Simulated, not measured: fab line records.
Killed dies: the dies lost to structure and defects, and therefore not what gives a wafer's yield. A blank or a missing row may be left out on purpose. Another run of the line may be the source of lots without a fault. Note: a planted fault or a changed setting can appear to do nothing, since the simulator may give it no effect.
2 desks, one fault / flow rit cmos / numbers are kept per desk, each desk with only its own; the story behind them comes last

## DESK OF THE TOOL OWNER: implanter-04
The tool's own readings at RIT_NWELL_IMPLANT_08: means of the sampled wafers that have a number, for each lot that ran on this tool. If a lot's mean is further than 4 standard deviations from the usual mean, the lot is out of limits and carries the mark OUT (the distance appears in the brackets).
Columns: A = dose ions cm2 at RIT_NWELL_IMPLANT_08, usual 4.999e+13
lot=L408; first seen here=day 2 03:41; A=4.998e+13
lot=L414; first seen here=day 3 09:01; A=4.996e+13
lot=L418; first seen here=day 4 07:05; A=4.900e+13 (-20) OUT
lot=L420; first seen here=day 4 15:56; A=4.893e+13 (-21) OUT
This desk's verdict: out of limits on L418, L420, starting with L418 at day 4 07:05 (dose ions cm2 at RIT_NWELL_IMPLANT_08). Within limits: L408, L414.

## FROM THE METROLOGY DESK
Means of the sampled wafers that have a number, per lot and without regard to the tool the lot ran on: this is what the gauges read. If a lot's mean is further than 4 standard deviations from the usual mean, the lot is out of limits and carries the mark OUT (the distance appears in the brackets).
Columns: A = NWELL_RS at RIT_WELLDRIVE_RS_MEAS_01, usual 275.6 ohm/sq
lot=L407; first seen here=day 2 05:54; A=276.0
lot=L408; first seen here=day 2 12:05; A=275.0
lot=L410; first seen here=day 2 19:40; A=276.0
lot=L411; first seen here=day 3 01:22; A=275.0
lot=L414; first seen here=day 3 16:09; A=275.7
lot=L415; first seen here=day 3 21:47; A=276.0
lot=L416; first seen here=day 4 01:55; A=275.4
lot=L418; first seen here=day 4 14:56; A=278.8 (+4.7) OUT
lot=L420; first seen here=day 4 22:57; A=278.7 (+4.7) OUT
lot=L421; first seen here=day 5 04:03; A=275.3
lot=L423; first seen here=day 5 13:59; A=275.2
lot=L425; first seen here=day 6 02:51; A=276.4
lot=L426; first seen here=day 6 07:08; A=276.9
lot=L430; first seen here=day 7 01:41; A=275.8
This desk's finding: out of limits on L418, L420; first on L418, day 4 14:56 (NWELL_RS at RIT_WELLDRIVE_RS_MEAS_01). Within limits: L407, L408, L410, L411, L414, L415, L416, L421, L423, L425, L426, L430.

## BROUGHT TOGETHER
On L418, L420, at day 4 07:05, an alarm was possible from the tool owner's desk.
The metrology desk could have raised an alarm at day 4 14:56, on L418, L420.
The lots listed all ran RIT_NWELL_IMPLANT_08 on implanter-04.

## WHAT WAS PUT IN BY THE SIMULATOR
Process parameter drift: implanter-04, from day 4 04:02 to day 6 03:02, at RIT_NWELL_IMPLANT_08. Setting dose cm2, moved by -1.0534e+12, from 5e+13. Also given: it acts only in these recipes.
Shown lots that were struck: L418, L420.
Counting hours from when the fault started, the first reading out of limits came at 3 for the tool owner's desk and at 11 for the metrology desk.
